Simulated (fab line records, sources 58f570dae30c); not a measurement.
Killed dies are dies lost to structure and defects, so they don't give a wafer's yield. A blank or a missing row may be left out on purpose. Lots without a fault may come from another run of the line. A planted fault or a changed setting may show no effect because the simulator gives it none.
Which tool did it? | flow berkeley_cmos170 | 15 lots, 45 wafers sampled, at 4 steps of a route of 331

WHAT THE GAUGES READ, wafer by wafer
UCB170_NVT_TW_MEAS_09.
lot  | measured     | on            | NVT_TW
L834 | day 5 11:22  | film_metro-02 | 524.5 524.6 524.6
L833 | day 5 11:29  | film_metro-01 | 523.1 527.7 521.9
L836 | day 5 21:02  | film_metro-03 | 525.6 525.4 526.0
L835 | day 5 21:19  | film_metro-01 | 524.7 524.3 521.9
L837 | day 6 09:50  | film_metro-02 | 527.4 526.5 528.5
L838 | day 6 10:07  | film_metro-03 | 526.2 526.2 524.2
L840 | day 7 03:22  | film_metro-03 | 528.0 527.5 526.1
L843 | day 7 22:25  | film_metro-02 | 524.1 522.2 523.9
L846 | day 8 03:16  | film_metro-03 | 523.5 525.5 524.0
L845 | day 8 03:27  | film_metro-01 | 521.1 521.0 522.4
L853 | day 9 23:57  | film_metro-02 | 527.0 525.8 523.2
L852 | day 10 00:05 | film_metro-03 | 525.2 526.6 525.4
L855 | day 10 06:59 | film_metro-01 | 29.9 30.0 30.0
L856 | day 10 07:16 | film_metro-03 | 30.1 30.0 30.1
L854 | day 10 07:32 | film_metro-01 | 30.0 29.9 30.0

UCB170_CONTACT_CD_MEAS_15: target cd 700 nm.
lot  | measured     | on        | cd_nm (nm)
L834 | day 6 19:09  | cd_sem-01 | 698.0 700.4 700.2
L833 | day 6 19:31  | cd_sem-02 | 700.0 700.0 698.5
L836 | day 7 14:30  | cd_sem-01 | 701.0 701.5 700.5
L835 | day 7 14:47  | cd_sem-01 | 699.8 700.5 699.5
L837 | day 8 01:29  | cd_sem-02 | 699.1 701.3 699.6
L838 | day 8 01:14  | cd_sem-01 | 698.6 700.9 697.9
L840 | day 8 12:59  | cd_sem-01 | 699.6 699.3 699.2
L843 | day 9 18:20  | cd_sem-01 | 698.7 698.6 700.2
L846 | day 9 20:03  | cd_sem-02 | 697.7 699.9 700.6
L845 | day 9 19:20  | cd_sem-01 | 700.7 701.5 700.5
L853 | day 11 09:12 | cd_sem-01 | 698.1 697.2 698.2
L852 | day 11 09:06 | cd_sem-02 | 699.9 701.2 701.1
L855 | day 11 12:45 | cd_sem-02 | 701.6 702.8 703.0
L856 | day 11 15:24 | cd_sem-01 | 699.0 698.0 698.8
L854 | day 11 15:13 | cd_sem-01 | 699.6 699.2 699.8

WHICH TOOL RAN EACH LOT (tool, then ch and the chambers of the sampled wafers, then the start)
lot  | UCB170_NVT_DEVELOP_05             | UCB170_SILICIDE_SPUTTER_01
L834 | litho_track-01 ch 0, day 5 10:00  | pvd_sputter-02, day 6 14:59
L833 | litho_track-03 ch 0, day 5 11:00  | pvd_sputter-04, day 6 14:59
L836 | litho_track-03 ch 0, day 5 20:00  | pvd_sputter-02, day 7 07:16
L835 | litho_track-03 ch 0, day 5 20:00  | pvd_sputter-04, day 7 07:26
L837 | litho_track-01 ch 0, day 6 09:00  | pvd_sputter-02, day 7 21:14
L838 | litho_track-03 ch 0, day 6 09:00  | pvd_sputter-04, day 7 21:17
L840 | litho_track-01 ch 0, day 7 02:00  | pvd_sputter-04, day 8 08:59
L843 | litho_track-04 ch 0, day 7 22:00  | pvd_sputter-03, day 9 13:50
L846 | litho_track-04 ch 0, day 8 02:00  | pvd_sputter-03, day 9 14:19
L845 | litho_track-03 ch 0, day 8 03:00  | pvd_sputter-02, day 9 14:07
L853 | litho_track-01 ch 0, day 9 23:00  | pvd_sputter-04, day 11 01:12
L852 | litho_track-03 ch 0, day 9 23:00  | pvd_sputter-02, day 11 01:31
L855 | litho_track-01 ch 0, day 10 06:00 | pvd_sputter-03, day 11 08:41
L856 | litho_track-01 ch 0, day 10 06:00 | pvd_sputter-04, day 11 09:37
L854 | litho_track-01 ch 0, day 10 07:00 | pvd_sputter-02, day 11 09:41
- UCB170_NVT_DEVELOP_05: develop time 45 s.
- UCB170_SILICIDE_SPUTTER_01: material Ti, target thk 30 nm, time 25 s.

WHAT THE TOOLS THEMSELVES READ (means of the sampled wafers that have a number; where no wafer has one, the mark that the record gives instead)
UCB170_NVT_DEVELOP_05.
lot  | tool           | chill_plate_temp_C (C) | developer_temp_C (C)
L834 | litho_track-01 | 22.97                  | 20.99
L833 | litho_track-03 | 22.88                  | 21.05
L836 | litho_track-03 | 23.03                  | 21.02
L835 | litho_track-03 | 23.00                  | 20.90
L837 | litho_track-01 | 23.06                  | 20.86
L838 | litho_track-03 | 23.17                  | 21.01
L840 | litho_track-01 | 22.98                  | 21.04
L843 | litho_track-04 | 23.00                  | 21.03
L846 | litho_track-04 | 22.91                  | 20.97
L845 | litho_track-03 | 23.17                  | 20.93
L853 | litho_track-01 | 23.12                  | 20.89
L852 | litho_track-03 | 23.05                  | 21.08
L855 | litho_track-01 | 23.07                  | 20.99
L856 | litho_track-01 | 23.11                  | 21.01
L854 | litho_track-01 | 22.88                  | 20.97

UCB170_SILICIDE_SPUTTER_01.
lot  | tool           | throttle_valve_pct (%)
L834 | pvd_sputter-02 | 30.4
L833 | pvd_sputter-04 | 30.1
L836 | pvd_sputter-02 | 29.0
L835 | pvd_sputter-04 | 30.1
L837 | pvd_sputter-02 | 30.2
L838 | pvd_sputter-04 | 30.0
L840 | pvd_sputter-04 | 30.3
L843 | pvd_sputter-03 | 29.3
L846 | pvd_sputter-03 | 28.7
L845 | pvd_sputter-02 | 29.8
L853 | pvd_sputter-04 | 29.7
L852 | pvd_sputter-02 | 30.1
L855 | pvd_sputter-03 | 29.4
L856 | pvd_sputter-04 | 29.4
L854 | pvd_sputter-02 | 31.1

THE ANSWER, worked out from the rows above alone
Rule: what is usual is taken from the lots themselves. Put in order of their means at a reading, lots are off if they are a third of the lots or fewer, leave a main group of 4 or more, and stand apart from it by a gap of 3 or more times the standard deviation of the main group's means; of several such gaps the widest counts. A main group whose means are all the same, to the digits that the tables above print for the reading, isn't used. A lot without any number at a reading at which 4 lots or more have one is off too. The other lots that the step has rows for count as sound. The gauges are gone through in route order, then the tools' own readings, and for those a lot's mean is taken as printed above. The first step at which some lot is off is used, and at that step the reading that is off furthest; a lot without a number counts as furthest.
Off: L855, L856, L854, at UCB170_NVT_TW_MEAS_09 (NVT_TW). The main group: mean 524.9, standard deviation 1.6.
A tool fits if, at a process step before that reading, it ran every lot that is off, and no sound lot after the first of them. The gauges at UCB170_NVT_TW_MEAS_09 are tried like those tools. One fits: litho_track-01 at UCB170_NVT_DEVELOP_05. Its last sound lot is L853 (day 9 23:00), its first lot that is off L855 (day 10 06:00): a fault that began between those two fits.

WHAT THE SIMULATOR HAD PUT IN
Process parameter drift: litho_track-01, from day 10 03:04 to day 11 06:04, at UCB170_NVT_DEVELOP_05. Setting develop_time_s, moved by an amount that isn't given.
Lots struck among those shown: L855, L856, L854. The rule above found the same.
